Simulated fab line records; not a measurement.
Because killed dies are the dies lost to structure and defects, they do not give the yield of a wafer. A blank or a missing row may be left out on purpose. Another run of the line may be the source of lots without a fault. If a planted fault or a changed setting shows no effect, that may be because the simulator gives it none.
Problem report in the 8D (eight disciplines) form, filled by code + flow ritCmos + the parts of the form that need people (team, actions taken, sign-off) are left out

1. THE PROBLEM
SILICIDE_TI_RS at RIT_SILICIDE_RS_MEAS_02 reads a mean of 44.5 ohm/sq on 6 wafers of 2 lots; wafers without a fault read 48.0 ohm/sq with a standard deviation of 0.76. That is -4.6 standard deviations from the usual mean.
The step: measures by four-point-probe.
Seen first at day 5 08:43 on filmMetro-02, wafer L741.1. The record has a number at this step for 42 wafers belonging to 14 lots. Rule for "out", or "out of limits": more than 4 standard deviations from the usual mean. All remaining wafers that have a number are taken as sound.

2. WHAT IT IS, WHAT IT ISN'T
| question                    | is                         | is not                                                                                       |
|-----------------------------|----------------------------|----------------------------------------------------------------------------------------------|
| which readings at this step | SILICIDE_TI_RS             | -                                                                                            |
| which lots                  | L741, L743                 | L730, L731, L732, L733, L735, L739, L740, L749, L750, L751, L752, L753                       |
| which wafers of those lots  | all that have a number     | -                                                                                            |
| read on which gauges        | filmMetro-02, filmMetro-04 | filmMetro-03                                                                                 |
| when                        | from day 5 08:43           | up to then (21 sound wafers); but 15 sound wafers of L749, L750, L751, L752, L753 came after |

3. THE SUSPECTS, EACH WITH WHAT RULES IT OUT
Counting: a tool at a process step up to the reading stays a suspect if it ran every lot that is out and no sound lot after the first of them.
- ruled out: the gauge at RIT_SILICIDE_RS_MEAS_02. The wafers that are out were read on 2 gauges (filmMetro-02, filmMetro-04).
- pvdSputter-02 at RIT_SILICIDE_SPUTTER_01 (material Ti, target thk 30 nm, time 240 s): kept. All lots that are out passed through it, beginning with L741 at day 5 08:34, and no sound lot followed; its final sound lot before that point was L739 at day 5 00:13.
Remaining after the count: pvdSputter-02 at RIT_SILICIDE_SPUTTER_01.

4. THE CAUSE (what the simulator had put in)
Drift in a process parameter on pvdSputter-02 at RIT_SILICIDE_SPUTTER_01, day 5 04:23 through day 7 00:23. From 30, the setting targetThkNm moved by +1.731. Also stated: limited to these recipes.
The count eliminated every tool but this one.

5. THE EFFECT CHAIN, in route order
One row per reading whose mean, taken over the struck wafers that have a number, lies over 3 standard deviations from the usual. Readings are gone through only where the record gives a usual standard deviation; hours: the median, over the lots, of the time from a lot's start at the first step in this table giving one to that lot's start at this step; sigmas: the change measured in usual standard deviations.
| hours | step                     | reading         | usual       | on struck wafers | change | sigmas |
|-------|--------------------------|-----------------|-------------|------------------|--------|--------|
| 0     | RIT_SILICIDE_RS_MEAS_02  | SILICIDE_TI_RS  | 48.0 ohm/sq | 44.5             | -3.5   | -4.6   |
| 0     | RIT_SILICIDE_THK_MEAS_03 | SILICIDE_TI_THK | 29.7 nm     | 31.6             | +1.9   | +5.1   |

6. WHAT WOULD HAVE CAUGHT IT SOONER
4 hours passed between the start of the fault at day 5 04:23 and the first reading out of limits at a measuring or inspecting step in this record, taken at day 5 08:43.
Of the tool readings at RIT_SILICIDE_SPUTTER_01 for which the record gives a usual standard deviation, none was out on any struck wafer, so an alarm limit of 4 standard deviations on them would not have fired.
Among the 2 lots that are out, L743 began RIT_SILICIDE_SPUTTER_01 on pvdSputter-02 after day 5 08:43. It would have been spared by a hold on the tool at that moment.
